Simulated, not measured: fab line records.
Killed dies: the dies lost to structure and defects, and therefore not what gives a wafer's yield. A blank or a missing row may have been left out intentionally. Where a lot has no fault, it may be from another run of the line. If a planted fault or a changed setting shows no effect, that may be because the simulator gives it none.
fab line records	flow ritCmos	part 1 of 2: steps 1 to 33 of 47
[record] lots = 5	wafers = 15	lastDay = 6
route steps=202 shown ACTIVE@15 FOX1@20 FOX2@23 NWELL@28 PWELL@39 WELLDRIVE@50 NRETRO@53
lots untouched by any fault: they come from a run of this same line in which no faults occurred
startH: start of the lot's first displayed wafer, in hours after the record's first day	waitH: how many hours have passed since the lot's step before this one	" as in the row above	L1.1+2: a single row standing in for several wafers	- no value, or no start was given	* or withheld: withheld	< > ~ a bound
route shown NAME@n: NAME is a module with steps in the file, n the number in the route of the first one	usual: mean/standard deviation of fault-free wafers	same: alike in all rows	chamber/n: place in a boat	sites: per-site readings	_std_site: the standard deviation of these	_edge_site: inner sites' mean taken away from outer sites' mean	radiusMm: for every site, how far away it sits from the centre of the wafer	mask NAME#n: copy n	behind: tool/chamber where the wafer was last shaped	hold: reason for holding the lot/hours on hold/outcome of the hold	device: whichever transistor did not switch (one of n, p or np)	end of line: at the end of the route, the tests of the same wafers	for a step that has no rows: nothing shown but its recipe	killed: dies lost to structure and defects at the first sort, not the wafer's yield	map: a wafer's dies, x killed, . not, _ none there
set.NAME: the setting that was run; set.NAME@STEP: the one run at that earlier step	model.NAME: the simulator's own value behind a step, which no gauge read
lots seen at some steps along the route; tables by step, rows by wafer
services: from which hour (startH, from the record's first day; less than 0 if before it) a tool's chamber was out of use, for how many hours, and why
[[steps]]
[step RIT_ACTIVE_STRIP_14]
[recipe] chemistry = O2	timeS = 180	resist = NOVOLAK	platenTempC = withheld	powerW = 500	pressureMtorr = 4000	o2FlowSccm = 4000
[usual] chamberPressureMTorr = 4000/3.6	drypumpMotorCurrentA = 5.6/0.34
lot.wafer	tool	chamber	startH	waitH	chamberPressureMTorr	drypumpMotorCurrentA	rfHoursCounterH
L079.2	plasmaAsher-04	0	40.67	0.1	4006	5.1	37
L079.3	"	0	"	"	4000	5.1	-
L079.4	"	1	"	"	4001	6.0	-
L083.1	plasmaAsher-04	0	60.71	0.1	4002	5.1	40
L083.3	"	0	"	"	3994	5.1	-
L083.5	"	1	"	"	4000	6.0	-
L087.3	plasmaAsher-04	0	80.03	0.1	3997	5.1	-
L087.4	"	1	"	"	4001	6.0	-
L087.6	"	0	"	"	4004	5.1	-
L088.1	plasmaAsher-03	0	84.97	0.1	3998	5.7	47
L088.2	"	1	"	"	4000	5.7	47
L088.5	"	0	"	"	3997	5.8	-
L093.1	plasmaAsher-03	1	109.91	0.1	3997	5.7	50
L093.3	"	1	"	"	3991	5.7	-
L093.5	"	0	"	"	4003	5.8	-
[step RIT_ACTIVE_CD_MEAS_90]
[recipe] targetCdNm = 1400
[usual] cdNm = 1399.8/2.7
lot.wafer	tool	chamber	startH	waitH	cdNm
L079.2	cdSem-01	-	40.87	0.1	1396.0
L079.3	"	-	"	"	1397.8
L079.4	"	-	"	"	1396.9
L083.1	cdSem-02	-	60.89	0.1	1395.8
L083.3	"	-	"	"	1395.8
L083.5	"	-	"	"	1393.4
L087.3	cdSem-02	-	80.18	0.1	1398.9
L087.4	"	-	"	"	1399.3
L087.6	"	-	"	"	1401.7
L088.1	cdSem-02	-	85.14	0.1	1396.9
L088.2	"	-	"	"	1398.0
L088.5	"	-	"	"	1399.1
L093.1	cdSem-02	-	110.08	0.1	1399.2
L093.3	"	-	"	"	1399.7
L093.5	"	-	"	"	1400.3
[step RIT_ACTIVE_CLEAN_15]
[recipe] chemistry = SC1	mix = 3:3:50	timeS = 600	tempC = 75
lot.wafer	tool	chamber	startH	waitH
L079.2+3+4	wetBench-01	1	40.97	0.1
L083.1+3+5	wetBench-02	3	61.01	0.1
L087.3+4+6	wetBench-01	0	80.26	0.1
L088.1+2+5	wetBench-04	1	85.26	0.1
L093.1+3+5	wetBench-04	1	110.20	0.1
[step RIT_ACTIVE_CLEAN_16]
[recipe] chemistry = dHF	dilution = 50:1	timeS = 30
lot.wafer	tool	chamber	startH	waitH
L079.2+3+4	wetBench-02	1	41.14	0.0
L083.1+3+5	wetBench-04	2	61.18	0.0
L087.3+4+6	wetBench-04	0	80.44	0.0
L088.1+2+5	wetBench-02	1	85.44	0.0
L093.1+3+5	wetBench-02	1	110.40	0.0
[step RIT_ACTIVE_CLEAN_17]
[recipe] chemistry = SC2	mix = 3:3:50	timeS = 600	tempC = 75	dry = n2Spin
lot.wafer	tool	chamber	startH	waitH
L079.2+3+4	wetBench-04	2	41.16	0.0
L083.1+3+5	wetBench-01	1	61.20	0.0
L087.3+4+6	wetBench-01	0	80.45	0.0
L088.1+2+5	wetBench-01	1	85.45	0.0
L093.1+3+5	wetBench-04	0	110.41	0.0
[step RIT_FOX1_OXIDATION_00]
[recipe] tempC = 1100	ambient = H2O	targetThkA = 3507	pH2oTorr = 720	oxTimeS = 1130
[usual] zonePowerCentrePct = 55/4.2	zonePowerSourcePct = 40.2/0.7
lot.wafer	tool	chamber	startH	waitH	zonePowerCentrePct	zonePowerSourcePct
L079.2	furnace-01	0	41.33	0.0	56	41.5
L079.3	"	0	"	"	56	40.8
L079.4	"	0	"	"	56	41.0
L083.1	furnace-01	0	61.37	0.0	56	41.0
L083.3	"	0	"	"	56	40.3
L083.5	"	0	"	"	56	41.4
L087.3	furnace-04	0	81.59	1.0	51	40.8
L087.4	"	0	"	"	51	40.4
L087.6	"	0	"	"	51	39.5
L088.1	furnace-04	0	86.79	1.2	52	40.4
L088.2	"	0	"	"	50	40.4
L088.5	"	0	"	"	51	40.3
L093.1	furnace-04	0	111.16	0.6	51	39.9
L093.3	"	0	"	"	51	40.4
L093.5	"	0	"	"	52	40.0
[step RIT_FOX1_THK_MEAS_01]
[recipe] reads = SiO2_of_FOX1_OXIDATION_00
[usual] FOX1_OXIDE_THK = 352/6.8
lot.wafer	tool	chamber	startH	waitH	FOX1_OXIDE_THK[nm]
L079.2	filmMetro-01	-	42.66	0.0	336
L079.3	"	-	"	"	341
L079.4	"	-	"	"	340
L083.1	filmMetro-01	-	62.69	0.0	347
L083.3	"	-	"	"	341
L083.5	"	-	"	"	342
L087.3	filmMetro-03	-	82.92	0.0	353
L087.4	"	-	"	"	356
L087.6	"	-	"	"	357
L088.1	filmMetro-03	-	88.11	0.0	359
L088.2	"	-	"	"	356
L088.5	"	-	"	"	360
L093.1	filmMetro-02	-	112.47	0.0	364
L093.3	"	-	"	"	362
L093.5	"	-	"	"	363
[step RIT_FOX1_WET_ETCH_02]
[recipe] chemistry = BOE	targetDepthNm = 350	timeS = 390	tempC = 21.5	dry = n2Spin	dilution = 10:1	target = SiO2
lot.wafer	tool	chamber	startH	waitH
L079.2+3+4	wetBench-03	1	42.71	0.0
L083.1+3+5	wetBench-02	2	62.75	0.1
L087.3+4+6	wetBench-02	0	82.96	0.0
L088.1+2+5	wetBench-01	3	88.17	0.1
L093.1+3+5	wetBench-02	0	112.53	0.1
[step RIT_FOX2_OXIDATION_00]
[recipe] tempC = 1100	ambient = H2O	targetThkA = 3507	pH2oTorr = 720	oxTimeS = 1169
[usual] zonePowerCentrePct = 56/4.8	zonePowerSourcePct = 41.6/2.9
lot.wafer	tool	chamber	startH	waitH	zonePowerCentrePct	zonePowerSourcePct
L079.2	furnace-03	0	42.82	0.0	51	45.9
L079.3	"	0	"	"	52	44.7
L079.4	"	0	"	"	51	45.1
L083.1	furnace-03	0	62.86	0.0	52	46.6
L083.3	"	0	"	"	51	45.6
L083.5	"	0	"	"	51	45.9
L087.3	furnace-04	0	84.40	1.3	51	40.6
L087.4	"	0	"	"	51	40.8
L087.6	"	0	"	"	51	40.4
L088.1	furnace-02	0	89.20	0.9	60	39.5
L088.2	"	0	"	"	60	39.3
L088.5	"	0	"	"	62	39.6
L093.1	furnace-02	0	112.65	0.0	61	39.5
L093.3	"	0	"	"	61	40.0
L093.5	"	0	"	"	61	38.9
[step RIT_FOX2_THK_MEAS_01]
[recipe] reads = SiO2_of_FOX2_OXIDATION_00
[usual] FOX2_OXIDE_THK = 358/6.8
lot.wafer	tool	chamber	startH	waitH	FOX2_OXIDE_THK[nm]
L079.2	filmMetro-01	-	44.15	0.0	353
L079.3	"	-	"	"	360
L079.4	"	-	"	"	354
L083.1	filmMetro-01	-	64.18	0.0	356
L083.3	"	-	"	"	359
L083.5	"	-	"	"	356
L087.3	filmMetro-01	-	85.74	0.0	366
L087.4	"	-	"	"	361
L087.6	"	-	"	"	361
L088.1	filmMetro-03	-	90.51	0.0	359
L088.2	"	-	"	"	358
L088.5	"	-	"	"	355
L093.1	filmMetro-03	-	113.96	0.0	366
L093.3	"	-	"	"	365
L093.5	"	-	"	"	364
[step RIT_FOX2_CLEAN_02]
[recipe] chemistry = dHF	dilution = 50:1	timeS = 180
lot.wafer	tool	chamber	startH	waitH
L079.2+3+4	wetBench-03	1	44.20	0.0
L083.1+3+5	wetBench-02	0	64.24	0.1
L087.3+4+6	wetBench-03	0	85.78	0.0
L088.1+2+5	wetBench-02	0	90.57	0.1
L093.1+3+5	wetBench-02	2	114.02	0.1
[step RIT_FOX2_WET_ETCH_03]
[recipe] chemistry = H3PO4	target = Si3N4	targetDepthNm = 195	tempC = 165	timeS = 2700
lot.wafer	tool	chamber	startH	waitH
L079.2+3+4	wetBench-02	1	44.26	0.0
L083.1+3+5	wetBench-04	3	64.30	0.0
L087.3+4+6	wetBench-04	0	85.84	0.0
L088.1+2+5	wetBench-03	2	90.63	0.0
L093.1+3+5	wetBench-02	2	114.08	0.0
[step RIT_FOX2_THK_MEAS_90]
[recipe] reads = SiO2_of_FOX2_OXIDATION_00
[usual] FIELD_OXIDE_LEFT_1_THK = 331/6.8
lot.wafer	tool	chamber	startH	waitH	FIELD_OXIDE_LEFT_1_THK[nm]
L079.2	filmMetro-03	-	45.02	0.0	325
L079.3	"	-	"	"	332
L079.4	"	-	"	"	326
L083.1	filmMetro-03	-	65.05	0.0	329
L083.3	"	-	"	"	332
L083.5	"	-	"	"	330
L087.3	filmMetro-04	-	86.61	0.0	339
L087.4	"	-	"	"	333
L087.6	"	-	"	"	333
L088.1	filmMetro-03	-	91.39	0.0	332
L088.2	"	-	"	"	330
L088.5	"	-	"	"	328
L093.1	filmMetro-03	-	114.84	0.0	339
L093.3	"	-	"	"	338
L093.5	"	-	"	"	336
[step RIT_NWELL_HMDS_00]
[recipe] primeTimeS = 60	primeTempC = 140
[same] primeTimeS = 60
lot.wafer	tool	chamber	startH	waitH
L079.2+3+4	lithoTrack-03	0	45.10	0.1
L083.1+3+5	lithoTrack-03	0	65.11	0.1
L087.3+4+6	lithoTrack-04	0	86.70	0.1
L088.1+2+5	lithoTrack-01	0	91.45	0.1
L093.1+3+5	lithoTrack-03	0	114.90	0.1
[step RIT_NWELL_COAT_01]
[recipe] resist = NOVOLAK	spinRpm = 2000	resistThkNm = 1300
[usual] spinSpeedRpm = 2000.1/1.6
lot.wafer	tool	chamber	startH	waitH	spinSpeedRpm
L079.2	lithoTrack-03	0	45.25	0.1	1999.8
L079.3	"	0	"	"	2000.6
L079.4	"	0	"	"	1997.0
L083.1	lithoTrack-03	0	65.26	0.1	2002.1
L083.3	"	0	"	"	1999.8
L083.5	"	0	"	"	1999.2
L087.3	lithoTrack-04	0	86.85	0.1	1996.8
L087.4	"	0	"	"	2001.5
L087.6	"	0	"	"	1997.6
L088.1	lithoTrack-01	0	91.60	0.1	1997.8
L088.2	"	0	"	"	1999.3
L088.5	"	0	"	"	1999.8
L093.1	lithoTrack-03	0	115.05	0.1	2001.3
L093.3	"	0	"	"	2000.0
L093.5	"	0	"	"	2001.0
[step RIT_NWELL_SOFTBAKE_02]
[recipe] resist = NOVOLAK	tempC = 90	timeS = 60
lot.wafer	tool	chamber	startH	waitH
L079.2+3+4	lithoTrack-03	0	45.40	0.1
L083.1+3+5	lithoTrack-03	0	65.41	0.1
L087.3+4+6	lithoTrack-04	0	87.00	0.1
L088.1+2+5	lithoTrack-01	0	91.75	0.1
L093.1+3+5	lithoTrack-03	0	115.20	0.1
[step RIT_NWELL_EXPOSE_03]
[recipe] maskId = M2	na = 0.57	targetCdNm = 43900	doseMj = 250
[usual] focusOffsetNm = 0.0/0.47
lot.wafer	tool	chamber	startH	waitH	mask	focusOffsetNm
L079.2	ilineStepper-02	0	45.67	0.2	M2#0	1.1
L079.3	"	0	"	"	M2#0	-0.2
L079.4	"	0	"	"	M2#0	1.0
L083.1	ilineStepper-02	0	65.69	0.2	M2#0	-0.2
L083.3	"	0	"	"	M2#0	-0.6
L083.5	"	0	"	"	M2#0	-0.4
L087.3	ilineStepper-02	0	87.14	0.1	M2#0	0.2
L087.4	"	0	"	"	M2#0	0.5
L087.6	"	0	"	"	M2#0	0.1
L088.1	ilineStepper-02	0	91.90	0.1	M2#0	0.5
L088.2	"	0	"	"	M2#0	0.1
L088.5	"	0	"	"	M2#0	-0.4
L093.1	ilineStepper-01	0	115.47	0.2	M2#0	0.6
L093.3	"	0	"	"	M2#0	0.6
L093.5	"	0	"	"	M2#0	0.2
[step RIT_NWELL_PEB_04]
[recipe] resist = NOVOLAK	tempC = withheld	timeS = withheld
lot.wafer	tool	chamber	startH	waitH
L079.2+3+4	lithoTrack-03	0	45.79	0.1
L083.1+3+5	lithoTrack-04	0	65.81	0.1
L087.3+4+6	lithoTrack-03	0	87.27	0.1
L088.1+2+5	lithoTrack-04	0	92.01	0.1
L093.1+3+5	lithoTrack-01	0	115.59	0.1
[step RIT_NWELL_DEVELOP_05]
[recipe] resist = NOVOLAK	developTimeS = 68	devTempC = 23
[same] developTimeS = 68
lot.wafer	tool	chamber	startH	waitH
L079.2+3+4	lithoTrack-03	0	-	-
L083.1+3+5	lithoTrack-04	0	-	-
L087.3+4+6	lithoTrack-03	0	-	-
L088.1+2+5	lithoTrack-04	0	-	-
L093.1+3+5	lithoTrack-01	0	-	-
[step RIT_NWELL_OVL_MEAS_06]
[usual] NWELL_OVL = 1.6/1.4
lot.wafer	tool	chamber	startH	waitH	NWELL_OVL[nm]
L079.2	overlay-02	-	46.28	-	2.2
L079.3	"	-	"	"	0.9
L079.4	"	-	"	"	2.3
L083.1	overlay-02	-	66.12	-	2.5
L083.3	"	-	"	"	3.2
L083.5	"	-	"	"	-0.1
L087.3	overlay-02	-	87.55	-	1.1
L087.4	"	-	"	"	3.9
L087.6	"	-	"	"	3.4
L088.1	overlay-01	-	92.33	-	1.9
L088.2	"	-	"	"	1.2
L088.5	"	-	"	"	1.6
L093.1	overlay-01	-	115.90	-	1.5
L093.3	"	-	"	"	0.7
L093.5	"	-	"	"	1.1
[step RIT_NWELL_HARDBAKE_07]
[recipe] resist = NOVOLAK	tempC = 140	timeS = 120
lot.wafer	tool	chamber	startH	waitH
L079.2+3+4	lithoTrack-01	0	46.42	0.1
L083.1+3+5	lithoTrack-03	0	66.16	0.0
L087.3+4+6	lithoTrack-03	0	87.65	0.1
L088.1+2+5	lithoTrack-04	0	92.36	0.0
L093.1+3+5	lithoTrack-04	0	115.94	0.0
[step RIT_NWELL_IMPLANT_08]
[recipe] species = P	energyKev = 170	doseCm2 = 5.112e+13	tiltDeg = 7
lot.wafer	tool	chamber	startH	waitH
L079.2+3+4	implanter-03	0	46.65	0.2
L083.1+3+5	implanter-02	0	66.41	0.2
L087.3+4+6	implanter-03	0	87.87	0.2
L088.1+2+5	implanter-02	0	92.61	0.2
L093.1+3+5	implanter-01	0	116.19	0.2
[step RIT_NWELL_STRIP_09]
[recipe] chemistry = O2	timeS = 180	resist = NOVOLAK	platenTempC = withheld	powerW = 500	pressureMtorr = 4000	o2FlowSccm = 4000
[usual] chamberPressureMTorr = 4000/3.7	drypumpMotorCurrentA = 5.6/0.37
lot.wafer	tool	chamber	startH	waitH	chamberPressureMTorr	drypumpMotorCurrentA	rfHoursCounterH
L079.2	plasmaAsher-04	1	46.78	0.1	4000	6.0	38
L079.3	"	0	"	"	3998	5.1	-
L079.4	"	1	"	"	4000	6.0	-
L083.1	plasmaAsher-03	0	66.56	0.1	4002	5.8	45
L083.3	"	0	"	"	4005	5.8	-
L083.5	"	1	"	"	3996	5.7	-
L087.3	plasmaAsher-04	1	88.03	0.1	4005	6.0	-
L087.4	"	0	"	"	3997	5.1	-
L087.6	"	1	"	"	4002	6.0	-
L088.1	plasmaAsher-04	1	92.76	0.1	3997	6.0	43
L088.2	"	0	"	"	3994	5.1	43
L088.5	"	1	"	"	3998	6.0	-
L093.1	plasmaAsher-01	1	116.34	0.1	4000	6.0	50
L093.3	"	0	"	"	4000	5.1	-
L093.5	"	0	"	"	3998	5.0	-
[step RIT_NWELL_TW_MEAS_10]
[usual] NWELL_TW = 2178/19
lot.wafer	tool	chamber	startH	waitH	NWELL_TW
L079.2	filmMetro-03	-	46.96	0.1	2165
L079.3	"	-	"	"	2161
L079.4	"	-	"	"	2172
L083.1	filmMetro-04	-	66.73	0.1	2186
L083.3	"	-	"	"	2186
L083.5	"	-	"	"	2184
L087.3	filmMetro-02	-	88.17	0.1	2208
L087.4	"	-	"	"	2199
L087.6	"	-	"	"	2210
L088.1	filmMetro-02	-	92.94	0.1	2216
L088.2	"	-	"	"	2204
L088.5	"	-	"	"	2218
L093.1	filmMetro-02	-	116.51	0.1	2174
L093.3	"	-	"	"	2164
L093.5	"	-	"	"	2171
[step RIT_PWELL_HMDS_00]
[recipe] primeTimeS = 60	primeTempC = 140
[same] primeTimeS = 60
lot.wafer	tool	chamber	startH	waitH
L079.2+3+4	lithoTrack-01	0	47.04	0.1
L083.1+3+5	lithoTrack-02	0	66.79	0.1
L087.3+4+6	lithoTrack-01	0	88.26	0.1
L088.1+2+5	lithoTrack-01	0	93.01	0.1
L093.1+3+5	lithoTrack-02	0	116.57	0.1
[step RIT_PWELL_COAT_01]
[recipe] resist = NOVOLAK	spinRpm = 2000	resistThkNm = 1300
[usual] spinSpeedRpm = 1999.9/1.3
lot.wafer	tool	chamber	startH	waitH	spinSpeedRpm
L079.2	lithoTrack-01	0	47.19	0.1	2001.3
L079.3	"	0	"	"	2000.8
L079.4	"	0	"	"	1999.4
L083.1	lithoTrack-02	0	66.94	0.1	1997.8
L083.3	"	0	"	"	2000.9
L083.5	"	0	"	"	1999.8
L087.3	lithoTrack-01	0	88.41	0.1	1999.7
L087.4	"	0	"	"	1998.8
L087.6	"	0	"	"	1999.5
L088.1	lithoTrack-01	0	93.16	0.1	2000.1
L088.2	"	0	"	"	1998.8
L088.5	"	0	"	"	1999.9
L093.1	lithoTrack-02	0	116.72	0.1	1999.0
L093.3	"	0	"	"	2000.8
L093.5	"	0	"	"	2000.8
[step RIT_PWELL_SOFTBAKE_02]
[recipe] resist = NOVOLAK	tempC = 90	timeS = 60
lot.wafer	tool	chamber	startH	waitH
L079.2+3+4	lithoTrack-01	0	47.34	0.1
L083.1+3+5	lithoTrack-02	0	67.09	0.1
L087.3+4+6	lithoTrack-01	0	88.56	0.1
L088.1+2+5	lithoTrack-01	0	93.31	0.1
L093.1+3+5	lithoTrack-02	0	116.87	0.1
[step RIT_PWELL_EXPOSE_03]
[recipe] maskId = M3	na = 0.57	targetCdNm = 43700	doseMj = 250
[usual] focusOffsetNm = -0.1/0.57
lot.wafer	tool	chamber	startH	waitH	mask	focusOffsetNm
L079.2	ilineStepper-02	0	47.61	0.2	M3#0	-0.6
L079.3	"	0	"	"	M3#0	1.2
L079.4	"	0	"	"	M3#0	0.4
L083.1	ilineStepper-01	0	67.37	0.2	M3#0	-1.0
L083.3	"	0	"	"	M3#0	-0.3
L083.5	"	0	"	"	M3#0	-0.5
L087.3	ilineStepper-01	0	88.69	0.1	M3#0	-0.1
L087.4	"	0	"	"	M3#0	0.9
L087.6	"	0	"	"	M3#0	0.1
L088.1	ilineStepper-01	0	93.46	0.1	M3#0	-0.2
L088.2	"	0	"	"	M3#0	-0.3
L088.5	"	0	"	"	M3#0	-0.2
L093.1	ilineStepper-02	0	117.15	0.2	M3#0	-0.2
L093.3	"	0	"	"	M3#0	-0.7
L093.5	"	0	"	"	M3#0	-1.8
[step RIT_PWELL_PEB_04]
[recipe] resist = NOVOLAK	tempC = withheld	timeS = withheld
lot.wafer	tool	chamber	startH	waitH
L079.2+3+4	lithoTrack-02	0	47.73	0.1
L083.1+3+5	lithoTrack-02	0	67.52	0.1
L087.3+4+6	lithoTrack-04	0	88.82	0.1
L088.1+2+5	lithoTrack-04	0	93.58	0.1
L093.1+3+5	lithoTrack-04	0	117.26	0.1
[step RIT_PWELL_DEVELOP_05]
[recipe] resist = NOVOLAK	developTimeS = 68	devTempC = 23
[same] developTimeS = 68
lot.wafer	tool	chamber	startH	waitH
L079.2+3+4	lithoTrack-02	0	-	-
L083.1+3+5	lithoTrack-02	0	-	-
L087.3+4+6	lithoTrack-04	0	-	-
L088.1+2+5	lithoTrack-04	0	-	-
L093.1+3+5	lithoTrack-04	0	-	-
[step RIT_PWELL_OVL_MEAS_06]
[usual] PWELL_OVL = 0.5/1.5
lot.wafer	tool	chamber	startH	waitH	PWELL_OVL[nm]
L079.2	overlay-02	-	48.06	-	3.9
L079.3	"	-	"	"	2.3
L079.4	"	-	"	"	2.7
L083.1	overlay-02	-	67.84	-	0.6
L083.3	"	-	"	"	-0.3
L083.5	"	-	"	"	-0.3
L087.3	overlay-02	-	89.10	-	0.4
L087.4	"	-	"	"	-1.4
L087.6	"	-	"	"	1.1
L088.1	overlay-01	-	93.89	-	0.0
L088.2	"	-	"	"	-0.7
L088.5	"	-	"	"	0.1
L093.1	overlay-02	-	117.58	-	2.8
L093.3	"	-	"	"	0.4
L093.5	"	-	"	"	-0.7
[step RIT_PWELL_HARDBAKE_07]
[recipe] resist = NOVOLAK	tempC = 140	timeS = 120
lot.wafer	tool	chamber	startH	waitH
L079.2+3+4	lithoTrack-02	0	48.24	0.2
L083.1+3+5	lithoTrack-02	0	67.87	0.0
L087.3+4+6	lithoTrack-02	0	89.20	0.1
L088.1+2+5	lithoTrack-02	0	93.93	0.0
L093.1+3+5	lithoTrack-01	0	117.61	0.0
[step RIT_PWELL_IMPLANT_08]
[recipe] species = B	energyKev = 170	doseCm2 = 7e+13	tiltDeg = 7
lot.wafer	tool	chamber	startH	waitH
L079.2+3+4	implanter-02	0	48.48	0.2
L083.1+3+5	implanter-02	0	68.12	0.2
L087.3+4+6	implanter-01	0	89.42	0.2
L088.1+2+5	implanter-01	0	94.18	0.2
L093.1+3+5	implanter-02	0	117.86	0.2
